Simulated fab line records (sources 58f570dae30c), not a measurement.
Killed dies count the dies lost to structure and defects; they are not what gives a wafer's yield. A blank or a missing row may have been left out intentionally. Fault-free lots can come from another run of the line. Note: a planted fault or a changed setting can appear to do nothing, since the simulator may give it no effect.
Which tool is to blame? -- flow berkeley cmos170 -- 6 lots with 18 wafers sampled at 2 steps, on a route of 331 steps

== WHAT THE GAUGES SHOWED, per wafer ==
UCB170_WELLDRIVE_THK_MEAS_02.
lot,measured,on,WELLDRIVE_OXIDE_THK (nm)
L913,day 3 16:58,film metro-03,196.4 197.2 195.7
L915,day 3 22:31,film metro-01,198.1 198.1 198.4
L919,day 5 02:43,film metro-01,195.4 199.0 195.3
L922,day 5 09:01,film metro-02,192.8 195.2 195.8
L924,day 5 22:31,film metro-03,196.2 194.1 197.0
L934,day 7 20:49,film metro-03,199.6 198.8 196.6

== WHAT TOOL EACH LOT RAN ON (gives the tool, then ch and the chambers of the sampled wafers, and finally the start) ==
lot,UCB170_WELLDRIVE_OXIDATION_01
L913,"furnace-01 ch 0, day 3 13:28"
L915,"furnace-04 ch 0, day 3 19:01"
L919,"furnace-03 ch 0, day 4 23:12"
L922,"furnace-04 ch 0, day 5 05:31"
L924,"furnace-04 ch 0, day 5 19:01"
L934,"furnace-04 ch 0, day 7 17:19"
- UCB170_WELLDRIVE_OXIDATION_01: target thk 199 nm, ox time 9000 s.

== THE ANSWER, worked out from the rows above alone ==
Rule: the lots themselves supply what counts as usual. The widest of any qualifying gaps counts: lots, ordered by their means at a reading, are off when they make up no more than a third of the lots, leave a main group of 4 or more, and stand apart from it by 3 or more times the standard deviation of that group's means. Not used: any main group whose means are identical at the precision the tables above print for the reading. Also off: a lot with no number at a reading for which 4 or more lots have one. Where the step has rows for the other lots, those lots are counted as sound.
Nothing can be told from this: no lot is off at any reading shown.

== WHAT THE SIMULATOR HAD PUT IN ==
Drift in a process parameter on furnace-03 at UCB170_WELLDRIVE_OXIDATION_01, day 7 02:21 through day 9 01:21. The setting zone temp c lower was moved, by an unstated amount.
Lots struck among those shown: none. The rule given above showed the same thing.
